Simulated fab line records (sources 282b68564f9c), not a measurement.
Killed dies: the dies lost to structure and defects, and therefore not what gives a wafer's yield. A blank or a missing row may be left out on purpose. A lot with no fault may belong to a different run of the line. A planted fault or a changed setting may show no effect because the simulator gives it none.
A lot that was struck, set against a sound lot + flow rit cmos + 34 out of 202 route steps
Sound: the wafers L101.1, L101.2, L101.5. Wafers L110.1, L110.3, L110.6 were the ones struck. The cause is given at the end.
Per side, at each step with rows, come the tool, then ch with its chambers, and then its first start. Under that, the readings that differ: sound wafers + struck wafers + difference of the means + sigmas: that difference in standard deviations of wafers without a fault.
alike: readings whose means differ by less than 2 such deviations, and words and numbers that are the same on both sides. not compared: withheld readings, readings that some wafer has no value for, bounds like >300 that may hide the same value, and numbers for which the record gives no deviation and whose values overlap.
Wherever a step has rows on one side only, a row that says differs or no value, or a row with sigmas, the two part there. Non-overlapping numbers with no deviation appear without sigmas and do not part them. Lack of a reading on every wafer of one side parts them only where that side has two or more wafers.

first, 2 steps without rows for these wafers: RIT_SPACER_CLEAN_02 (cleans in SC2, time 600 s); RIT_SPACER_CVD_03 (deposits Si3N4 from SiH2Cl2/NH3, target thk 250 nm, time 3300 s).
RIT_SPACER_THK_MEAS_04:
  sound on film metro-03, day 4 09:51; struck on film metro-03, day 6 12:25
  alike: SPACER_NITRIDE_THK
RIT_SPACER_ETCHBACK_05: etches Si3N4 in SF6/CHF3, stops on SiO2, target depth 250 nm, time 240 s.
  sound on rie diel-02 ch 1,2,3, day 4 09:55; struck on rie diel-04 ch 1,2,3, day 6 12:29
  alike: drypump motor current A, oes product au, rf fwd power W, throttle valve pct
  not compared: rf hours counter h
then, 6 steps without rows for these wafers: RIT_NSD_HMDS_00 (prime time 60 s); RIT_NSD_COAT_01 (resist thk 1000 nm); RIT_NSD_SOFTBAKE_02 (time 60 s); RIT_NSD_EXPOSE_03 (exposes mask M9, target cd 40700 nm); RIT_NSD_PEB_04; RIT_NSD_DEVELOP_05 (develop time 50 s).
RIT_NSD_OVL_MEAS_06:
  sound on overlay-01, day 4 11:14; struck on overlay-01, day 6 13:37
  alike: NSD_OVL
then, 1 step without rows for these wafers: RIT_NSD_HARDBAKE_07 (time 60 s).
RIT_NSD_IMPLANT_08:
  sound on implanter-02 ch 0, day 4 11:26; struck on implanter-03 ch 0, day 6 14:07
  alike: beam on s
RIT_NSD_STRIP_09: strips in O2, time 180 s.
  sound on plasma asher-01 ch 0,1, day 4 11:35; struck on plasma asher-04 ch 0,1, day 6 14:16
  alike: drypump motor current A, o2 flow sccm
  not compared: rf hours counter h
RIT_NSD_TW_MEAS_10:
  sound on film metro-03, day 4 11:45; struck on film metro-02, day 6 14:26
| reading | sound          | struck         | difference | sigmas |
|---------|----------------|----------------|------------|--------|
| NSD_TW  | 3157 3173 3174 | 3536 3535 3547 | +371       | +19    |
then, 6 steps without rows for these wafers: RIT_PSD_HMDS_00 (prime time 60 s); RIT_PSD_COAT_01 (resist thk 1000 nm); RIT_PSD_SOFTBAKE_02 (time 60 s); RIT_PSD_EXPOSE_03 (exposes mask M10, target cd 40900 nm); RIT_PSD_PEB_04; RIT_PSD_DEVELOP_05 (develop time 50 s).
RIT_PSD_OVL_MEAS_06:
  sound on overlay-02, day 4 12:40; struck on overlay-02, day 6 15:28
  alike: PSD_OVL
then, 2 steps without rows for these wafers: RIT_PSD_HARDBAKE_07 (time 60 s); RIT_PSD_IMPLANT_08.
RIT_PSD_STRIP_09: strips in O2, time 180 s.
  sound on plasma asher-03 ch 0,1, day 4 13:00; struck on plasma asher-03 ch 0,1, day 6 15:47
  alike: drypump motor current A, o2 flow sccm
  not compared: rf hours counter h
RIT_PSD_TW_MEAS_10:
  sound on film metro-01, day 4 13:10; struck on film metro-01, day 6 15:58
  alike: PSD_TW
then, 3 steps without rows for these wafers: RIT_SDANNEAL_CLEAN_00 (cleans in SC1, time 600 s); RIT_SDANNEAL_CLEAN_01 (cleans in dHF, time 30 s); RIT_SDANNEAL_CLEAN_02 (cleans in SC2, time 600 s).
RIT_SDANNEAL_RTA_03: time 5 s.
  sound on rtp anneal-02 ch 0, day 4 13:38; struck on rtp anneal-02 ch 0, day 6 16:31
  alike: ramp down c per s, wafer_temp_C_max
RIT_SDANNEAL_RS_MEAS_04: a four-point-probe measurement.
  sound on film metro-03, day 4 13:41; struck on film metro-02, day 6 16:34
  alike: PSD_RS
RIT_SDANNEAL_RS_MEAS_05: a four-point-probe measurement.
  sound on film metro-03, day 4 13:49; struck on film metro-02, day 6 16:41
| reading         | sound          | struck         | difference | sigmas      |
|-----------------|----------------|----------------|------------|-------------|
| NSD_RS (ohm/sq) | 84.7 85.2 84.9 | 52.1 52.2 52.3 | -32.7      | -99 or more |
RIT_SDANNEAL_RS_MEAS_06: a four-point-probe measurement.
  sound on film metro-03, day 4 13:56; struck on film metro-02, day 6 16:49
  alike: PLDD_RS
RIT_M1_PROBE_99:
  sound on prober-01, day 4 21:28; struck on prober-01, day 6 23:48
  alike: killed at contacts, killed at front end, killed dies, killed open, killed short

== WHERE THEY PART ==
At RIT_NSD_TW_MEAS_10 first; at RIT_SDANNEAL_RS_MEAS_05 last (within this record only). Later steps at which nothing parts them and some readings are alike: RIT_SDANNEAL_RS_MEAS_06, RIT_M1_PROBE_99.

WHY: whatever the simulator had introduced
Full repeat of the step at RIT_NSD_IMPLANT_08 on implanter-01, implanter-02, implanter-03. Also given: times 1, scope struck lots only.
